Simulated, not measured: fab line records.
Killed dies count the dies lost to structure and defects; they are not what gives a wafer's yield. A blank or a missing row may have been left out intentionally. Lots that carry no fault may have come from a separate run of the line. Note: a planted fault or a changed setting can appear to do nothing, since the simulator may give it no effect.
A lot that was struck, set against a sound lot / flow berkeleyCmos170 / 16 out of 331 route steps
Sound: these wafers, L584.2, L584.4, L584.6. Struck: wafer L590.3. (L590.4, L590.6 of the same lot were not struck and are left out.) The cause comes at the end.
Each step with rows lists, per side, the tool, then ch with its chambers, then its first start. Under that, the readings that differ: sound wafers / struck wafers / difference of the means / sigmas: that difference in standard deviations of wafers without a fault.
alike: same words and numbers on both sides, and readings whose means sit less than 2 such deviations apart. not compared: any withheld reading, any reading some wafer has no value for, any bound like >300 that may hide the same value, and any number with overlapping values for which the record gives no deviation.
A row with sigmas, a row that says differs or no value, or rows on one side alone: a step with any of these is where the two part. Numbers that don't overlap but have no deviation are shown without sigmas and don't part them. Lack of a reading on every wafer of one side parts them only where that side has two or more wafers.

first, 6 steps without rows for these wafers: UCB170_M2_COAT_09; UCB170_M2_COAT_10 (resist thk 900 nm); UCB170_M2_SOFTBAKE_11 (time 60 s); UCB170_M2_EXPOSE_12 (exposes mask METAL2, target cd 700 nm); UCB170_M2_PEB_13; UCB170_M2_DEVELOP_14 (develop time 45 s).
UCB170_M2_CD_MEAS_15: target cd 700 nm.
  sound on cdSem-01 at day 9 22:31; struck on cdSem-01 at day 11 04:25
  alike: cdNm
UCB170_M2_OVL_MEAS_16:
  sound on overlay-02 at day 9 22:37; struck on overlay-02 at day 11 04:31
  alike: M2_OVL
UCB170_M2_ETCH_17: etches BARC in N2/H2.
  sound on rieDiel-04 ch 0,2,3, day 9 22:39; struck on rieDiel-01 ch 3, day 11 04:32
  alike: chamberPressureMTorr, drypumpMotorCurrentA, oesProductAu, throttleValvePct
UCB170_M2_METAL_ETCH_18: etches Al in Cl2/BCl3, stops on SiO2, target depth 1170 nm, time 195 s.
  sound on rieMetal-02 ch 0, day 9 22:42; struck on rieMetal-04 ch 0, day 11 04:38
  alike: chamberPressureMTorr, drypumpMotorCurrentA, oesProductAu, throttleValvePct
  not compared: rfHoursCounterH
UCB170_M2_STRIP_19: strips in O2.
  sound on plasmaAsher-02 ch 1, day 9 22:57; struck on plasmaAsher-03 ch 1, day 11 04:48
  alike: chamberPressureMTorr, drypumpMotorCurrentA, oesProductAu
  not compared: rfHoursCounterH
UCB170_M2_CD_MEAS_90: target cd 700 nm.
  sound on cdSem-01 at day 9 23:04; struck on cdSem-02 at day 11 04:55
  alike: cdNm
UCB170_V2_CVD_00: deposits SiO2 from TEOS/O2, target thk 2000 nm, time 250 s.
  sound on pecvd-02 ch 1,2, day 9 23:10; struck on pecvd-01 ch 0, day 11 04:59
reading=runLengthS (s); sound=277.5 277.4 277.9; struck=307.4; difference=+29.8; sigmas=+49
reading=model.SiO2_of_V2_CVD_00.thkNm (nm); sound=1931 1969 1985; struck=2257; difference=+295; sigmas=
  alike: heaterPowerW
UCB170_V2_THK_MEAS_01:
  sound on filmMetro-04 at day 9 23:20; struck on filmMetro-04 at day 11 05:10
reading=V2_TEOS_THK (nm); sound=1930 1969 1987; struck=2256; difference=+294; sigmas=+9
UCB170_V2_CMP_02: polishes SiO2.
  sound on cmp-02 ch 2,3, day 9 23:23; struck on cmp-02 ch 3, day 11 05:15
  alike: edgeZonePressureFrac, motorCurrentA, retainingRingPressureFrac
UCB170_M3_PROBE_99:
  record: rows for the struck wafers here (prober-02, day 11 12:34), none for the sound ones

## WHERE THEY PART
First at UCB170_V2_CVD_00; last, within this record, at UCB170_M3_PROBE_99.

WHY: the cause the simulator had injected
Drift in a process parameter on pecvd-01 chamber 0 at UCB170_V2_CVD_00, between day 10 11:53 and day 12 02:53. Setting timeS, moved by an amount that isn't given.
